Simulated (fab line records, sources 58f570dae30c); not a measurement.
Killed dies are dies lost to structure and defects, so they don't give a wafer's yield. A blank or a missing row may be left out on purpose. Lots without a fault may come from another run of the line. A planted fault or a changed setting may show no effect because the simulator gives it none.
One fault seen from 2 desks | flow berkeley_cmos170 | each desk has only its own numbers; what lay behind them comes last

THE METROLOGY DESK
What the gauges read, lot by lot, whatever tool the lot ran on: means of the sampled wafers that have a number. A lot is out of limits, marked OUT, if its mean lies more than 4 standard deviations from the usual mean; the brackets give that distance.
Columns: A = V1_POLISHED_THK at UCB170_V1_THK_MEAS_04, usual 1000.5 nm; B = V2_BOW at UCB170_V2_BOW_MEAS_03, usual 37 um
lot  | first seen here | A      | B
L823 | day 8 03:24     | 1002.3 | 43
L824 | day 8 03:24     | 1000.3 | 32
L825 | day 8 12:39     | 1000.8 | 37
L827 | day 8 12:39     | 999.3  | 37
L826 | day 8 12:59     | 999.9  | 27
L828 | day 8 16:35     | 1000.4 | 36
L830 | day 8 16:37     | 1000.3 | 38
L829 | day 9 01:11     | 1000.7 | 34
L831 | day 9 08:46     | 1000.5 | 26
L838 | day 11 07:53    | 1001.1 | 37
L840 | day 11 10:23    | 1000.6 | 35
L839 | day 11 10:23    | 1000.0 | 35
L842 | day 12 08:38    | 1001.3 | 42
L843 | day 12 08:57    | 1002.4 | 39
L845 | day 12 19:52    | 1000.6 | 39
This desk's finding: nothing out of limits on any of the 15 lots.

THE TOOL OWNER'S DESK: plasma_asher-01
The tool's own readings at UCB170_BACKSIDE_STRIP_03 (strips in O2): means of the sampled wafers that have a number, for each lot that ran on this tool. A lot is out of limits, marked OUT, if its mean lies more than 4 standard deviations from the usual mean; the brackets give that distance.
Columns: A = drypump_motor_current_A at UCB170_BACKSIDE_STRIP_03, usual 5.6 A; B = oes_product_au at UCB170_BACKSIDE_STRIP_03, usual 0.734 a.u.; C = strip_time_to_endpoint_s at UCB170_BACKSIDE_STRIP_03, usual 21.99 s
lot  | first seen here | A   | B                | C
L824 | day 7 15:36     | 5.1 | 0.735            | 22.01
L825 | day 7 19:46     | 5.1 | 0.735            | 22.01
L831 | day 8 18:50     | 5.1 | 0.732            | 22.02
L838 | day 10 19:08    | 5.1 | 0.752 (+4.2) OUT | 21.18 (-13) OUT
L840 | day 10 19:58    | 5.0 | 0.775 (+9.2) OUT | 20.56 (-22) OUT
L839 | day 10 20:32    | 5.1 | 0.755 (+4.7) OUT | 21.28 (-11) OUT
This desk's finding: out of limits on L838, L839, L840; first on L838, day 10 19:08 (oes_product_au at UCB170_BACKSIDE_STRIP_03). In limits: L824, L825, L831.

PUT TOGETHER
The tool owner's desk could have raised an alarm at day 10 19:08, on L838, L839, L840.
The metrology desk saw nothing out of limits.
The metrology desk has L838, L839, L840 on record, within its limits.
Of the lots named, all ran UCB170_BACKSIDE_STRIP_03 on plasma_asher-01.

WHAT THE SIMULATOR HAD PUT IN
Process parameter drift: plasma_asher-01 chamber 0, from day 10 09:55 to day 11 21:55, at UCB170_BACKSIDE_STRIP_03. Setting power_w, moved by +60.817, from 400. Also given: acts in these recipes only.
Lots struck among those shown: L838, L839, L840.
Hours from the fault's start to each desk's first reading out of limits: the tool owner's desk, 9.
